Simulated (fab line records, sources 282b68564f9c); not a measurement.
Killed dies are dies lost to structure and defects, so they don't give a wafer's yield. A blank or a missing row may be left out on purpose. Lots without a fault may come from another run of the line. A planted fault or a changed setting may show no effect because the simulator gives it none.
Split-lot experiment | flow rit_cmos | 5 lots, 23 wafers read, on a route of 202 steps

THE SPLIT
At RIT_PSD_COAT_01 (resist thk 1000 nm), the setting resist_thk_nm was moved away from the recipe's 1000 nm on 7 of the 23 wafers read, by +2.4% to +3.9%. The other wafers ran this setting at the recipe's value.

FROM THE SPLIT TO THE READING: what the file shows between them, 3 steps
- RIT_PSD_SOFTBAKE_02: time 60 s
- RIT_PSD_EXPOSE_03: exposes mask M10, target cd 40900 nm
- RIT_PSD_DEVELOP_05: develop time 50 s

THE READING
NOVOLAK_of_PSD_COAT_01.thk_nm (the simulator's own value, which no gauge read), in nm, at RIT_PSD_HARDBAKE_07 (time 60 s). The file gives no usual value for it. The 16 wafers here that ran the recipe average 883.9 nm, standard deviation 1.9 nm.

wafer  | tool, chamber at the split | resist_thk_nm as run, nm | against the recipe | NOVOLAK_of_PSD_COAT_01.thk_nm, nm | against lot-mates on the recipe
L074.1 | litho_track-01, 0          | 1000                     | recipe             | 882.8                             | -
L074.2 | litho_track-01, 0          | 1000                     | recipe             | 883.1                             | -
L074.3 | litho_track-01, 0          | 1000                     | recipe             | 883.2                             | -
L074.4 | litho_track-01, 0          | 1000                     | recipe             | 881.8                             | -
L074.6 | litho_track-01, 0          | 1000                     | recipe             | 882.9                             | -
L078.1 | litho_track-03, 0          | 1000                     | recipe             | 885.6                             | -
L078.2 | litho_track-03, 0          | 1039                     | +3.9%              | 918.9                             | +35.6
L078.3 | litho_track-03, 0          | 1039                     | +3.9%              | 917                               | +33.7
L078.5 | litho_track-03, 0          | 1000                     | recipe             | 882                               | -
L078.6 | litho_track-03, 0          | 1000                     | recipe             | 882.2                             | -
L079.1 | litho_track-03, 0          | 1000                     | recipe             | 883.9                             | -
L079.4 | litho_track-03, 0          | 1000                     | recipe             | 883                               | -
L079.6 | litho_track-03, 0          | 1000                     | recipe             | 881                               | -
L082.1 | litho_track-03, 0          | 1025                     | +2.5%              | 911.2                             | +24.2
L082.2 | litho_track-03, 0          | 1025                     | +2.5%              | 909.4                             | +22.4
L082.3 | litho_track-03, 0          | 1000                     | recipe             | 886.4                             | -
L082.4 | litho_track-03, 0          | 1025                     | +2.5%              | 909                               | +22.0
L082.6 | litho_track-03, 0          | 1000                     | recipe             | 887.7                             | -
L084.1 | litho_track-03, 0          | 1000                     | recipe             | 886.7                             | -
L084.2 | litho_track-03, 0          | 1000                     | recipe             | 885.5                             | -
L084.4 | litho_track-03, 0          | 1000                     | recipe             | 884.7                             | -
L084.5 | litho_track-03, 0          | 1024                     | +2.4%              | 906                               | +20.4
L084.6 | litho_track-03, 0          | 1024                     | +2.4%              | 906.2                             | +20.6

THE FIT
A straight line over all 23 wafers: NOVOLAK_of_PSD_COAT_01.thk_nm changes by +9.29 nm for each +1% of resist_thk_nm; r = +0.99; the points scatter about the line by 2.1 nm.
The same after taking each lot's own level away (the mean of its wafers on the recipe; 23 wafers): +8.9 nm for each +1%; r = +1.00; scatter 1.1 nm.
On that fit, the largest move of resist_thk_nm shifts the reading by 35 nm.
The lots' own levels span 882.63 to 887.05 nm, that is 2.3 times the standard deviation above.
So the lot-to-lot level changes the slope little: the two slopes agree.
Check: with one of the wafers moved furthest among these (+3.9%) left out of the fit, the line predicts +34.4 nm for it against its lot-mates. It came out at +35.6 nm against them.

OTHER SPLITS ON THESE WAFERS
These wafers also went through other splits before the reading. Each is held against what the fit with the lots' levels taken away leaves over:
other split on the same wafers | wafers away from the commonest value | r with NOVOLAK_of_PSD_COAT_01.thk_nm (lot level and that fit taken away)
RIT_NLDD_COAT_01 spin_rpm      | 10                                   | +0.01
RIT_NLDD_IMPLANT_08 dose_cm2   | 6                                    | +0.12

THE WHOLE CHAIN: every reading that the file lists as answering this split, in the file's order
step                | what it does       | reading                                                                        | change (the file's fit)              | r (the file's)
RIT_PSD_COAT_01     | resist thk 1000 nm | NOVOLAK_of_PSD_COAT_01.thk_nm (the simulator's own value, which no gauge read) | +10.2 nm for each +1% of the setting | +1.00
RIT_PSD_HARDBAKE_07 | time 60 s          | NOVOLAK_of_PSD_COAT_01.thk_nm (the simulator's own value, which no gauge read) | +8.88 nm for each +1% of the setting | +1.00

THE FILE'S OWN FIT
NOVOLAK_of_PSD_COAT_01.thk_nm changes by +8.88 nm for each +1% of resist_thk_nm, r = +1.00.
